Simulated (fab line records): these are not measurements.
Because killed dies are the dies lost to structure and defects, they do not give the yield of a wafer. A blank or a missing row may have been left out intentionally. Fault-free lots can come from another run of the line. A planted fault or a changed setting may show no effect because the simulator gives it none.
Which tool was responsible? || flow berkeley cmos170 || 38 wafers from 13 lots sampled at 6 of the route's 331 steps

## WHAT THE GAUGES SHOWED, per wafer
UCB170_CONTACT_OVL_MEAS_16. Usual: CONTACT_OVL typically reads 1 nm, with standard deviation 5.8.
{"lot": "L228", "measured": "day 7 19:35", "on": "overlay-02", "CONTACT_OVL (nm)": "3 2 -3", "flag": ""}
{"lot": "L230", "measured": "day 8 08:41", "on": "overlay-02", "CONTACT_OVL (nm)": "2 1 -4", "flag": ""}
{"lot": "L229", "measured": "day 8 08:48", "on": "overlay-02", "CONTACT_OVL (nm)": "2 6 3", "flag": ""}
{"lot": "L237", "measured": "day 10 03:11", "on": "overlay-01", "CONTACT_OVL (nm)": "3 -2", "flag": ""}
{"lot": "L240", "measured": "day 10 03:28", "on": "overlay-01", "CONTACT_OVL (nm)": "-3 -5 -12", "flag": ""}
{"lot": "L239", "measured": "day 10 03:44", "on": "overlay-01", "CONTACT_OVL (nm)": "6 12 6", "flag": ""}
{"lot": "L243", "measured": "day 11 05:26", "on": "overlay-01", "CONTACT_OVL (nm)": "-18 -3 -9", "flag": ""}
{"lot": "L242", "measured": "day 11 07:05", "on": "overlay-01", "CONTACT_OVL (nm)": "11 14 6", "flag": ""}
{"lot": "L246", "measured": "day 11 18:32", "on": "overlay-02", "CONTACT_OVL (nm)": "-3 -11 -8", "flag": ""}
{"lot": "L244", "measured": "day 11 19:35", "on": "overlay-02", "CONTACT_OVL (nm)": "-4 -1 -1", "flag": ""}
{"lot": "L250", "measured": "day 12 18:23", "on": "overlay-01", "CONTACT_OVL (nm)": "-4 6 -3", "flag": ""}
{"lot": "L251", "measured": "day 12 18:32", "on": "overlay-02", "CONTACT_OVL (nm)": "0 -2 5", "flag": ""}
{"lot": "L249", "measured": "day 12 20:17", "on": "overlay-02", "CONTACT_OVL (nm)": "5 6 4", "flag": ""}

UCB170_V1_CD_MEAS_12: the cd target is 700 nm. Usual: cd nm at 699.9 nm, with a standard deviation of 1.4.
{"lot": "L228", "measured": "day 8 06:49", "on": "cd sem-01", "cd nm (nm)": "697.8 698.1 699.3", "flag": ""}
{"lot": "L230", "measured": "day 8 15:25", "on": "cd sem-01", "cd nm (nm)": "698.3 698.1 698.7", "flag": ""}
{"lot": "L229", "measured": "day 8 15:36", "on": "cd sem-01", "cd nm (nm)": "697.7 697.9 698.5", "flag": ""}
{"lot": "L237", "measured": "day 10 11:14", "on": "cd sem-02", "cd nm (nm)": "702.8 703.0", "flag": ""}
{"lot": "L240", "measured": "day 10 11:16", "on": "cd sem-01", "cd nm (nm)": "699.1 699.0 699.7", "flag": ""}
{"lot": "L239", "measured": "day 10 11:46", "on": "cd sem-01", "cd nm (nm)": "699.1 700.4 702.4", "flag": ""}
{"lot": "L243", "measured": "day 11 10:48", "on": "cd sem-01", "cd nm (nm)": "700.6 702.2 702.4", "flag": ""}
{"lot": "L242", "measured": "day 11 14:35", "on": "cd sem-01", "cd nm (nm)": "700.1 700.1 701.3", "flag": ""}
{"lot": "L246", "measured": "day 12 01:26", "on": "cd sem-02", "cd nm (nm)": "701.0 702.2 701.8", "flag": ""}
{"lot": "L244", "measured": "day 12 01:30", "on": "cd sem-01", "cd nm (nm)": "701.0 700.4 700.7", "flag": ""}
{"lot": "L250", "measured": "day 12 23:57", "on": "cd sem-01", "cd nm (nm)": "697.6 697.6 699.1", "flag": ""}
{"lot": "L251", "measured": "day 13 01:24", "on": "cd sem-02", "cd nm (nm)": "701.3 700.3 699.2", "flag": ""}
{"lot": "L249", "measured": "day 13 03:53", "on": "cd sem-02", "cd nm (nm)": "699.4 698.5 700.1", "flag": ""}

UCB170_M2_CD_MEAS_90: the cd target is 700 nm. Usual: cd nm at 699 nm, with a standard deviation of 5.1.
{"lot": "L228", "measured": "day 8 10:03", "on": "cd sem-02", "cd nm (nm)": "701 690 701", "flag": ""}
{"lot": "L230", "measured": "day 8 18:29", "on": "cd sem-01", "cd nm (nm)": "699 691 691", "flag": ""}
{"lot": "L229", "measured": "day 8 18:43", "on": "cd sem-02", "cd nm (nm)": "702 704 702", "flag": ""}
{"lot": "L237", "measured": "day 10 14:46", "on": "cd sem-02", "cd nm (nm)": "686 674", "flag": "OFF"}
{"lot": "L240", "measured": "day 10 15:03", "on": "cd sem-01", "cd nm (nm)": "699 703 698", "flag": ""}
{"lot": "L239", "measured": "day 10 15:49", "on": "cd sem-02", "cd nm (nm)": "683 669 671", "flag": "OFF"}
{"lot": "L243", "measured": "day 11 13:52", "on": "cd sem-01", "cd nm (nm)": "700 700 708", "flag": ""}
{"lot": "L242", "measured": "day 11 17:39", "on": "cd sem-01", "cd nm (nm)": "696 694 701", "flag": ""}
{"lot": "L246", "measured": "day 12 04:55", "on": "cd sem-02", "cd nm (nm)": "701 709 698", "flag": ""}
{"lot": "L244", "measured": "day 12 05:09", "on": "cd sem-01", "cd nm (nm)": "697 704 695", "flag": ""}
{"lot": "L250", "measured": "day 13 03:41", "on": "cd sem-01", "cd nm (nm)": "703 696 704", "flag": ""}
{"lot": "L251", "measured": "day 13 05:29", "on": "cd sem-01", "cd nm (nm)": "699 704 700", "flag": ""}
{"lot": "L249", "measured": "day 13 08:23", "on": "cd sem-02", "cd nm (nm)": "704 704 704", "flag": ""}

UCB170_M3_CD_MEAS_15: the cd target is 700 nm. Usual: cd nm at 700.4 nm, with a standard deviation of 1.2.
{"lot": "L228", "measured": "day 8 15:02", "on": "cd sem-02", "cd nm (nm)": "698.9 701.0 699.4", "flag": ""}
{"lot": "L230", "measured": "day 8 23:10", "on": "cd sem-01", "cd nm (nm)": "700.0 700.2 700.7", "flag": ""}
{"lot": "L229", "measured": "day 8 23:22", "on": "cd sem-02", "cd nm (nm)": "703.9 702.2 702.6", "flag": ""}
{"lot": "L237", "measured": "day 10 20:52", "on": "cd sem-01", "cd nm (nm)": "701.0 701.6", "flag": ""}
{"lot": "L240", "measured": "day 10 20:56", "on": "cd sem-02", "cd nm (nm)": "700.2 699.7 699.4", "flag": ""}
{"lot": "L239", "measured": "day 10 21:34", "on": "cd sem-01", "cd nm (nm)": "700.2 700.0 701.6", "flag": ""}
{"lot": "L243", "measured": "day 11 18:22", "on": "cd sem-01", "cd nm (nm)": "700.3 700.2 699.3", "flag": ""}
{"lot": "L242", "measured": "day 11 22:16", "on": "cd sem-01", "cd nm (nm)": "697.6 699.0 697.8", "flag": ""}
{"lot": "L246", "measured": "day 12 09:47", "on": "cd sem-01", "cd nm (nm)": "702.0 700.2 700.3", "flag": ""}
{"lot": "L244", "measured": "day 12 09:55", "on": "cd sem-02", "cd nm (nm)": "700.4 699.3 700.5", "flag": ""}
{"lot": "L250", "measured": "day 13 09:41", "on": "cd sem-02", "cd nm (nm)": "701.9 701.8 701.2", "flag": ""}
{"lot": "L251", "measured": "day 13 10:57", "on": "cd sem-02", "cd nm (nm)": "701.2 699.8 701.7", "flag": ""}
{"lot": "L249", "measured": "day 13 13:47", "on": "cd sem-02", "cd nm (nm)": "699.9 699.7 698.4", "flag": ""}

## WHICH TOOL RAN EACH LOT (tool, then ch and the chambers of the sampled wafers, then the start)
{"lot": "L228", "UCB170_M2_METAL_ETCH_18": "rie metal-01 ch 0,1, day 8 09:47", "UCB170_M2_STRIP_19": "plasma asher-03 ch 0,1, day 8 09:56"}
{"lot": "L230", "UCB170_M2_METAL_ETCH_18": "rie metal-01 ch 0,1, day 8 18:12", "UCB170_M2_STRIP_19": "plasma asher-03 ch 0,1, day 8 18:23"}
{"lot": "L229", "UCB170_M2_METAL_ETCH_18": "rie metal-02 ch 0,1, day 8 18:26", "UCB170_M2_STRIP_19": "plasma asher-01 ch 0,1, day 8 18:37"}
{"lot": "L237", "UCB170_M2_METAL_ETCH_18": "rie metal-01 ch 0,1, day 10 14:25", "UCB170_M2_STRIP_19": "plasma asher-04 ch 0, day 10 14:34"}
{"lot": "L240", "UCB170_M2_METAL_ETCH_18": "rie metal-02 ch 0,1, day 10 14:46", "UCB170_M2_STRIP_19": "plasma asher-04 ch 1, day 10 14:57"}
{"lot": "L239", "UCB170_M2_METAL_ETCH_18": "rie metal-01 ch 0,1, day 10 15:33", "UCB170_M2_STRIP_19": "plasma asher-04 ch 0,1, day 10 15:43"}
{"lot": "L243", "UCB170_M2_METAL_ETCH_18": "rie metal-02 ch 0,1, day 11 13:35", "UCB170_M2_STRIP_19": "plasma asher-04 ch 0,1, day 11 13:44"}
{"lot": "L242", "UCB170_M2_METAL_ETCH_18": "rie metal-03 ch 0,1, day 11 17:23", "UCB170_M2_STRIP_19": "plasma asher-03 ch 0,1, day 11 17:32"}
{"lot": "L246", "UCB170_M2_METAL_ETCH_18": "rie metal-02 ch 0,1, day 12 04:37", "UCB170_M2_STRIP_19": "plasma asher-03 ch 0,1, day 12 04:49"}
{"lot": "L244", "UCB170_M2_METAL_ETCH_18": "rie metal-03 ch 0,1, day 12 04:52", "UCB170_M2_STRIP_19": "plasma asher-01 ch 0,1, day 12 05:03"}
{"lot": "L250", "UCB170_M2_METAL_ETCH_18": "rie metal-02 ch 0,1, day 13 03:22", "UCB170_M2_STRIP_19": "plasma asher-04 ch 0,1, day 13 03:34"}
{"lot": "L251", "UCB170_M2_METAL_ETCH_18": "rie metal-03 ch 1, day 13 05:13", "UCB170_M2_STRIP_19": "plasma asher-01 ch 0,1, day 13 05:23"}
{"lot": "L249", "UCB170_M2_METAL_ETCH_18": "rie metal-02 ch 0, day 13 08:05", "UCB170_M2_STRIP_19": "plasma asher-03 ch 0, day 13 08:17"}
- UCB170_M2_METAL_ETCH_18: etches Al in Cl2/BCl3, stops on SiO2, target depth 1170 nm, time 195 s.
- UCB170_M2_STRIP_19: strips in O2.

## AS READ BY THE TOOLS THEMSELVES (means over the sampled wafers that have a number; for cases with no such wafer, the mark the record gives instead)
UCB170_M2_METAL_ETCH_18. Usual: drypump motor current A 5.6 A, standard deviation 0.47; oes product au 0.850 a.u., standard deviation 0.018; rf fwd power W 598.4 W, standard deviation 2; throttle valve pct 24.39 %, standard deviation 0.12.
{"lot": "L228", "tool": "rie metal-01", "drypump motor current A (A)": 5.6, "oes product au (a.u.)": 0.831, "rf fwd power W (W)": 597.1, "throttle valve pct (%)": 24.36, "flag": ""}
{"lot": "L230", "tool": "rie metal-01", "drypump motor current A (A)": 5.4, "oes product au (a.u.)": 0.829, "rf fwd power W (W)": 600.4, "throttle valve pct (%)": 24.41, "flag": ""}
{"lot": "L229", "tool": "rie metal-02", "drypump motor current A (A)": 6.0, "oes product au (a.u.)": 0.872, "rf fwd power W (W)": 598.8, "throttle valve pct (%)": 24.33, "flag": ""}
{"lot": "L237", "tool": "rie metal-01", "drypump motor current A (A)": 5.5, "oes product au (a.u.)": 0.829, "rf fwd power W (W)": 838.5, "throttle valve pct (%)": 24.38, "flag": "OFF"}
{"lot": "L240", "tool": "rie metal-02", "drypump motor current A (A)": 6.0, "oes product au (a.u.)": 0.861, "rf fwd power W (W)": 600.3, "throttle valve pct (%)": 24.43, "flag": ""}
{"lot": "L239", "tool": "rie metal-01", "drypump motor current A (A)": 5.4, "oes product au (a.u.)": 0.838, "rf fwd power W (W)": 836.9, "throttle valve pct (%)": 24.40, "flag": "OFF"}
{"lot": "L243", "tool": "rie metal-02", "drypump motor current A (A)": 6.0, "oes product au (a.u.)": 0.866, "rf fwd power W (W)": 599.9, "throttle valve pct (%)": 24.36, "flag": ""}
{"lot": "L242", "tool": "rie metal-03", "drypump motor current A (A)": 5.6, "oes product au (a.u.)": 0.855, "rf fwd power W (W)": 598.4, "throttle valve pct (%)": 24.39, "flag": ""}
{"lot": "L246", "tool": "rie metal-02", "drypump motor current A (A)": 6.0, "oes product au (a.u.)": 0.866, "rf fwd power W (W)": 595.5, "throttle valve pct (%)": 24.38, "flag": ""}
{"lot": "L244", "tool": "rie metal-03", "drypump motor current A (A)": 5.6, "oes product au (a.u.)": 0.853, "rf fwd power W (W)": 597.5, "throttle valve pct (%)": 24.40, "flag": ""}
{"lot": "L250", "tool": "rie metal-02", "drypump motor current A (A)": 5.9, "oes product au (a.u.)": 0.854, "rf fwd power W (W)": 597.9, "throttle valve pct (%)": 24.52, "flag": ""}
{"lot": "L251", "tool": "rie metal-03", "drypump motor current A (A)": 4.7, "oes product au (a.u.)": 0.864, "rf fwd power W (W)": 600.5, "throttle valve pct (%)": 24.40, "flag": ""}
{"lot": "L249", "tool": "rie metal-02", "drypump motor current A (A)": 6.0, "oes product au (a.u.)": 0.842, "rf fwd power W (W)": 599.5, "throttle valve pct (%)": 24.68, "flag": ""}

UCB170_M2_STRIP_19. Usual: drypump motor current A 5.9 A, standard deviation 0.58; oes product au 0.533 a.u., standard deviation 0.017.
{"lot": "L228", "tool": "plasma asher-03", "drypump motor current A (A)": 5.5, "oes product au (a.u.)": 0.533, "flag": ""}
{"lot": "L230", "tool": "plasma asher-03", "drypump motor current A (A)": 5.5, "oes product au (a.u.)": 0.522, "flag": ""}
{"lot": "L229", "tool": "plasma asher-01", "drypump motor current A (A)": 5.3, "oes product au (a.u.)": 0.525, "flag": ""}
{"lot": "L237", "tool": "plasma asher-04", "drypump motor current A (A)": 6.5, "oes product au (a.u.)": 0.314, "flag": "OFF"}
{"lot": "L240", "tool": "plasma asher-04", "drypump motor current A (A)": 6.7, "oes product au (a.u.)": 0.525, "flag": ""}
{"lot": "L239", "tool": "plasma asher-04", "drypump motor current A (A)": 6.6, "oes product au (a.u.)": 0.315, "flag": "OFF"}
{"lot": "L243", "tool": "plasma asher-04", "drypump motor current A (A)": 6.7, "oes product au (a.u.)": 0.529, "flag": ""}
{"lot": "L242", "tool": "plasma asher-03", "drypump motor current A (A)": 5.4, "oes product au (a.u.)": 0.552, "flag": ""}
{"lot": "L246", "tool": "plasma asher-03", "drypump motor current A (A)": 5.4, "oes product au (a.u.)": 0.522, "flag": ""}
{"lot": "L244", "tool": "plasma asher-01", "drypump motor current A (A)": 5.2, "oes product au (a.u.)": 0.555, "flag": ""}
{"lot": "L250", "tool": "plasma asher-04", "drypump motor current A (A)": 6.6, "oes product au (a.u.)": 0.522, "flag": ""}
{"lot": "L251", "tool": "plasma asher-01", "drypump motor current A (A)": 5.2, "oes product au (a.u.)": 0.572, "flag": ""}
{"lot": "L249", "tool": "plasma asher-03", "drypump motor current A (A)": 5.4, "oes product au (a.u.)": 0.540, "flag": ""}

## THE ANSWER, worked out from the rows above alone
Rule: a lot is off if the mean of its wafers that have a number lies more than 3 standard deviations from the usual mean. Also off: a lot with no number at a reading for which 4 or more lots have one. Any other lot the step has rows for is counted as sound. First the gauges in route order, then the tools' own readings, where a lot's mean is used as printed above. At the first step where some lot is off, the reading lying furthest off is the one used; lots without a number count as furthest.
Off: L237, L239, at UCB170_M2_CD_MEAS_90 (cd nm).
If a tool, at a process step before that reading, ran all the lots that are off and no sound lot after the first of them, it fits. The gauges at UCB170_M2_CD_MEAS_90 aren't tried: what is off there is off at UCB170_M2_METAL_ETCH_18 too, on other tools, and a gauge's error can't cause that. One fits: UCB170_M2_METAL_ETCH_18 on rie metal-01. A fault onset in the window from L230 (day 8 18:12, its last sound lot) to L237 (day 10 14:25, its first lot off) fits.
On the lots that are off, the tool's own readings at UCB170_M2_METAL_ETCH_18 differ by more than 5 times the standard deviation of the sound lots' means, which bears it out; rf fwd power W reads 837.7 W there versus 598.7 W on the sound lots.

## WHAT THE SIMULATOR PUT IN
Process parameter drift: rie metal-01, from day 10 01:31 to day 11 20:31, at UCB170_M2_METAL_ETCH_18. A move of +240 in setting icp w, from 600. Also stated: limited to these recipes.
Shown lots that were struck: L237, L239. The same result came from the rule above.
